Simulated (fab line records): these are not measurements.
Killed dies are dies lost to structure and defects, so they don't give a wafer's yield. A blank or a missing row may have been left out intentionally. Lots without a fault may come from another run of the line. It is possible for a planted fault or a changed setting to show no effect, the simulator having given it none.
Comparing a struck lot with a sound one + flow ritCmos + 18 out of 202 route steps
Sound: these wafers, L867.1, L867.4, L867.6. The struck wafers were L885.1, L885.2, L885.3. The cause is given at the end.
Order at every step that has rows: each side's tool, ch and its chambers, its first start. Under that, the readings that differ: sound wafers + struck wafers + difference of the means + sigmas: that difference in standard deviations of wafers without a fault.
alike: same words and numbers on both sides, and readings whose means sit less than 2 such deviations apart. not compared: any withheld reading, any reading some wafer has no value for, any bound like >300 that may hide the same value, and any number with overlapping values for which the record gives no deviation.
Wherever a step has rows on one side only, a row that says differs or no value, or a row with sigmas, the two part there. When numbers do not overlap yet have no deviation, they are printed without sigmas and do not part them. A reading that every wafer of one side lacks parts them only if that side has two wafers or more.

first, 1 step without rows for these wafers: RIT_GATE_CLEAN_04 (cleans in dHF, time 60 s).
RIT_FOX2_THK_MEAS_91:
  sound on filmMetro-01, day 2 14:25; struck on filmMetro-01, day 6 17:36
  alike: FIELD_OXIDE_LEFT_2_THK
then, 2 steps without rows for these wafers: RIT_GATE_OXIDATION_05 (target thk 3 nm, ox time 270 s); RIT_GATE_ANNEAL_06 (time 600 s).
RIT_GATE_THK_MEAS_07:
  sound on filmMetro-01, day 2 16:35; struck on filmMetro-01, day 7 07:11
  alike: GATE_OXIDE_THK
then, 1 step without rows for these wafers: RIT_GATE_CVD_08 (deposits poly-Si from SiH4, target thk 250 nm, time 2220 s).
RIT_GATE_THK_MEAS_09:
  sound on filmMetro-04, day 2 19:25; struck on filmMetro-03, day 7 08:52
  alike: GATE_POLY_THK
then, 5 steps without rows for these wafers: RIT_GATE_HMDS_10 (prime time 60 s); RIT_GATE_COAT_11 (resist thk 850 nm); RIT_GATE_SOFTBAKE_12 (time 60 s); RIT_GATE_EXPOSE_13 (exposes mask M6, target cd 150 nm); RIT_GATE_PEB_14.
RIT_GATE_DEVELOP_15: develop time 50 s.
  sound on lithoTrack-04 ch 0, day 2 20:00; struck on lithoTrack-04 ch 0, day 7 09:00
RIT_GATE_OVL_MEAS_17:
  sound on overlay-02, day 2 20:49; struck on overlay-01, day 7 09:59
  alike: GATE_OVL
then, 1 step without rows for these wafers: RIT_GATE_HARDBAKE_18 (time 60 s).
RIT_GATE_ETCH_19: etches poly-Si in SF6/CHF3/O2, stops on SiO2, time 165 s, target depth 312.5 nm.
  sound on rieSi-02 ch 2,3, day 2 21:01; struck on rieSi-02 ch 0,2,3, day 7 10:10
  alike: drypumpMotorCurrentA, oesProductAu, throttleValvePct
  not compared: rfHoursCounterH
RIT_GATE_STRIP_20: strips in O2, time 180 s.
  sound on plasmaAsher-03 ch 0,1, day 2 21:07; struck on plasmaAsher-04 ch 0,1, day 7 10:16
| reading          | sound       | struck      | difference | sigmas |
|------------------|-------------|-------------|------------|--------|
| rfReflPowerW (W) | 7.8 7.6 7.9 | 5.7 6.1 5.6 | -2.0       | -2     |
  alike: drypumpMotorCurrentA
  not compared: rfHoursCounterH
RIT_M1_PROBE_99:
  rows exist in the record for the struck wafers here (prober-01, day 8 07:05), but not for the sound ones

## WHERE THEY PART
Earliest at RIT_GATE_STRIP_20; latest, in this record, at RIT_M1_PROBE_99.

WHY: the cause the simulator had injected
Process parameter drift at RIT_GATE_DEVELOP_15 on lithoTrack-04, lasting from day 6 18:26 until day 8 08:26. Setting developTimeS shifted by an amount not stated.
